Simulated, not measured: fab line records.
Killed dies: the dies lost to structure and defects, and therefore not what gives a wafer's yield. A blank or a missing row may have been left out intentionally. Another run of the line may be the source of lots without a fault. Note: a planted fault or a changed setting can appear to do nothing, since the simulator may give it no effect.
fab line records / flow berkeleyCmos170
[record] lots = 14 wafers = 42 lastDay = 14
route steps=331 shown PWELL@49
lots untouched by any fault: they come from a run of this same line in which no faults occurred
startH: start of the lot's first displayed wafer, in hours after the record's first day / waitH: time in hours since the lot's previous step / " identical to the entry in the row above / L1.1+2: one row covering several wafers at once / - no value, or no start given / * or withheld: withheld / < > ~ a bound
route shown NAME@n: names a module that has steps shown in the file, with the first one's number in the route / usual: mean and standard deviation over wafers with no fault / same: alike in all rows / chamber/n: place in a boat / sites: the reading at each site / _std_site: the standard deviation of these / _edge_site: outer sites' mean less inner sites' / radiusMm: how far each site lies from the wafer's centre / mask NAME#n: copy n / behind: the last tool/chamber to shape the wafer / hold: why the lot was held/for how many hours/how that ended / device: names the non-switching transistor (n, p or np) / end of line: tests of these same wafers at the route's end / a step without rows: its recipe alone / killed: dies that structure and defects cost at the first sort, which is not the same as the wafer's yield / map: a wafer's dies, marking killed ones x, the rest . and places with no die _
set.NAME: the setting as run; set.NAME@STEP: as run at that earlier step / model.NAME: the simulator's own value behind a step, which no gauge read
steps of the route over a sample of lots; a table a step, a row a wafer
services: a tool's chamber out of use, with start hour (startH, from the record's first day; less than 0 if before it), hours out, and reason
[[steps]]
[step UCB170_PWELL_IMPLANT_15]
[recipe] species = B doseCm2 = 5e+12 energyKev = 60 tiltDeg = 7
[usual] beamEnergyKeV = 60.005/0.02 doseIonsCm2 = 5.001e+12/5.5e+09 faradayCurrentUA = 15.9/0.31
lot.wafer=L723.1 tool=implanter-02 chamber=0 startH=62.43 waitH=0.1 beamEnergyKeV=60.056 doseIonsCm2=4.997e+12 faradayCurrentUA=16.1
lot.wafer=L723.2 tool=implanter-02 chamber=0 startH=62.43 waitH=0.1 beamEnergyKeV=60.016 doseIonsCm2=5e+12 faradayCurrentUA=16.3
lot.wafer=L723.4 tool=implanter-02 chamber=0 startH=62.43 waitH=0.1 beamEnergyKeV=60.017 doseIonsCm2=5.001e+12 faradayCurrentUA=15.8
lot.wafer=L722.2 tool=implanter-03 chamber=0 startH=62.73 waitH=0.1 beamEnergyKeV=60.060 doseIonsCm2=4.994e+12 faradayCurrentUA=16.2
lot.wafer=L722.3 tool=implanter-03 chamber=0 startH=62.73 waitH=0.1 beamEnergyKeV=60.043 doseIonsCm2=4.999e+12 faradayCurrentUA=15.7
lot.wafer=L722.5 tool=implanter-03 chamber=0 startH=62.73 waitH=0.1 beamEnergyKeV=60.030 doseIonsCm2=4.992e+12 faradayCurrentUA=16.1
lot.wafer=L724.1 tool=implanter-04 chamber=0 startH=74.73 waitH=0.1 beamEnergyKeV=59.986 doseIonsCm2=5e+12 faradayCurrentUA=15.8
lot.wafer=L724.2 tool=implanter-04 chamber=0 startH=74.73 waitH=0.1 beamEnergyKeV=60.010 doseIonsCm2=4.992e+12 faradayCurrentUA=15.9
lot.wafer=L724.4 tool=implanter-04 chamber=0 startH=74.73 waitH=0.1 beamEnergyKeV=59.990 doseIonsCm2=4.999e+12 faradayCurrentUA=16.0
lot.wafer=L727.1 tool=implanter-03 chamber=0 startH=79.74 waitH=0.1 beamEnergyKeV=60.024 doseIonsCm2=4.998e+12 faradayCurrentUA=16.0
lot.wafer=L727.2 tool=implanter-03 chamber=0 startH=79.74 waitH=0.1 beamEnergyKeV=60.017 doseIonsCm2=4.991e+12 faradayCurrentUA=16.4
lot.wafer=L727.6 tool=implanter-03 chamber=0 startH=79.74 waitH=0.1 beamEnergyKeV=59.989 doseIonsCm2=4.989e+12 faradayCurrentUA=15.4
lot.wafer=L726.1 tool=implanter-02 chamber=0 startH=79.84 waitH=0.1 beamEnergyKeV=60.019 doseIonsCm2=5.002e+12 faradayCurrentUA=16.0
lot.wafer=L726.2 tool=implanter-02 chamber=0 startH=79.84 waitH=0.1 beamEnergyKeV=60.030 doseIonsCm2=4.984e+12 faradayCurrentUA=15.8
lot.wafer=L726.5 tool=implanter-02 chamber=0 startH=79.84 waitH=0.1 beamEnergyKeV=60.019 doseIonsCm2=5.001e+12 faradayCurrentUA=15.8
lot.wafer=L731.1 tool=implanter-02 chamber=0 startH=110.92 waitH=0.1 beamEnergyKeV=59.158 doseIonsCm2=4.999e+12 faradayCurrentUA=16.1
lot.wafer=L731.4 tool=implanter-02 chamber=0 startH=110.92 waitH=0.1 beamEnergyKeV=59.159 doseIonsCm2=5.004e+12 faradayCurrentUA=16.1
lot.wafer=L731.5 tool=implanter-02 chamber=0 startH=110.92 waitH=0.1 beamEnergyKeV=59.153 doseIonsCm2=5.011e+12 faradayCurrentUA=15.8
lot.wafer=L733.1 tool=implanter-02 chamber=0 startH=115.69 waitH=0.1 beamEnergyKeV=59.153 doseIonsCm2=5.003e+12 faradayCurrentUA=15.4
lot.wafer=L733.4 tool=implanter-02 chamber=0 startH=115.69 waitH=0.1 beamEnergyKeV=59.157 doseIonsCm2=5e+12 faradayCurrentUA=16.3
lot.wafer=L733.5 tool=implanter-02 chamber=0 startH=115.69 waitH=0.1 beamEnergyKeV=59.139 doseIonsCm2=4.997e+12 faradayCurrentUA=16.3
lot.wafer=L735.1 tool=implanter-03 chamber=0 startH=124.06 waitH=0.1 beamEnergyKeV=59.996 doseIonsCm2=4.996e+12 faradayCurrentUA=15.5
lot.wafer=L735.2 tool=implanter-03 chamber=0 startH=124.06 waitH=0.1 beamEnergyKeV=60.015 doseIonsCm2=4.997e+12 faradayCurrentUA=15.8
lot.wafer=L735.5 tool=implanter-03 chamber=0 startH=124.06 waitH=0.1 beamEnergyKeV=59.932 doseIonsCm2=5.004e+12 faradayCurrentUA=15.4
lot.wafer=L736.2 tool=implanter-04 chamber=0 startH=134.73 waitH=0.1 beamEnergyKeV=59.984 doseIonsCm2=4.997e+12 faradayCurrentUA=15.7
lot.wafer=L736.3 tool=implanter-04 chamber=0 startH=134.73 waitH=0.1 beamEnergyKeV=60.014 doseIonsCm2=4.992e+12 faradayCurrentUA=15.7
lot.wafer=L736.6 tool=implanter-04 chamber=0 startH=134.73 waitH=0.1 beamEnergyKeV=60.017 doseIonsCm2=4.994e+12 faradayCurrentUA=15.2
lot.wafer=L739.3 tool=implanter-04 chamber=0 startH=145.09 waitH=0.1 beamEnergyKeV=59.993 doseIonsCm2=5.006e+12 faradayCurrentUA=15.8
lot.wafer=L739.4 tool=implanter-04 chamber=0 startH=145.09 waitH=0.1 beamEnergyKeV=60.010 doseIonsCm2=5e+12 faradayCurrentUA=15.8
lot.wafer=L739.6 tool=implanter-04 chamber=0 startH=145.09 waitH=0.1 beamEnergyKeV=60.003 doseIonsCm2=4.996e+12 faradayCurrentUA=16.0
lot.wafer=L738.1 tool=implanter-03 chamber=0 startH=145.28 waitH=0.1 beamEnergyKeV=59.992 doseIonsCm2=5.002e+12 faradayCurrentUA=15.4
lot.wafer=L738.5 tool=implanter-03 chamber=0 startH=145.28 waitH=0.1 beamEnergyKeV=59.993 doseIonsCm2=4.993e+12 faradayCurrentUA=15.9
lot.wafer=L738.6 tool=implanter-03 chamber=0 startH=145.28 waitH=0.1 beamEnergyKeV=60.030 doseIonsCm2=4.996e+12 faradayCurrentUA=15.9
lot.wafer=L740.2 tool=implanter-03 chamber=0 startH=154.00 waitH=0.1 beamEnergyKeV=60.013 doseIonsCm2=5.007e+12 faradayCurrentUA=15.8
lot.wafer=L740.3 tool=implanter-03 chamber=0 startH=154.00 waitH=0.1 beamEnergyKeV=59.988 doseIonsCm2=5.005e+12 faradayCurrentUA=16.1
lot.wafer=L740.4 tool=implanter-03 chamber=0 startH=154.00 waitH=0.1 beamEnergyKeV=59.996 doseIonsCm2=5.005e+12 faradayCurrentUA=16.1
lot.wafer=L742.3 tool=implanter-04 chamber=0 startH=167.01 waitH=0.1 beamEnergyKeV=60.010 doseIonsCm2=5.006e+12 faradayCurrentUA=16.3
lot.wafer=L742.5 tool=implanter-04 chamber=0 startH=167.01 waitH=0.1 beamEnergyKeV=60.024 doseIonsCm2=5.003e+12 faradayCurrentUA=15.9
lot.wafer=L742.6 tool=implanter-04 chamber=0 startH=167.01 waitH=0.1 beamEnergyKeV=60.030 doseIonsCm2=5.007e+12 faradayCurrentUA=15.6
lot.wafer=L743.3 tool=implanter-04 chamber=0 startH=179.33 waitH=0.1 beamEnergyKeV=60.036 doseIonsCm2=5.005e+12 faradayCurrentUA=15.4
lot.wafer=L743.5 tool=implanter-04 chamber=0 startH=179.33 waitH=0.1 beamEnergyKeV=60.017 doseIonsCm2=5.003e+12 faradayCurrentUA=15.6
lot.wafer=L743.6 tool=implanter-04 chamber=0 startH=179.33 waitH=0.1 beamEnergyKeV=60.017 doseIonsCm2=5.006e+12 faradayCurrentUA=16.2
[[services]]
tool=implanter-04 chamber=- startH=48.50 hours=16.5 kind=repair
tool=implanter-02 chamber=- startH=80.78 hours=1.7 kind=repair
tool=implanter-03 chamber=- startH=111.84 hours=1.8 kind=repair
tool=implanter-02 chamber=- startH=144.76 hours=21.1 kind=pm
tool=implanter-04 chamber=- startH=159.12 hours=2.4 kind=repair
[[key]]
[firstSign] step = UCB170_PWELL_IMPLANT_15 reading = beamEnergyKeV direction = down sigmas = 42 usual = 60.005 struck = 59.153
effect none on later readings
metAt UCB170_PWELL_IMPLANT_15
struckLots L731,L733
testerLeftOut L731,L733
onsetBetween 79.84 110.92
[fault] kind = processParameterDrift tool = implanter-02 chamber = - onsetH = 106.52 steps = UCB170_PWELL_IMPLANT_15 channel = energyKev offset = -0.84349 shape = step endH = 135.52 actsIn = theseRecipesOnly stated = 60
// testerLeftOut: of these lots the tester's yield and bins aren't shown, on N5 and GAA mostly nor the transistor test; their killed dies are dies lost to structure and defects alone, not to doping, threshold or leakage, so they don't give the yield
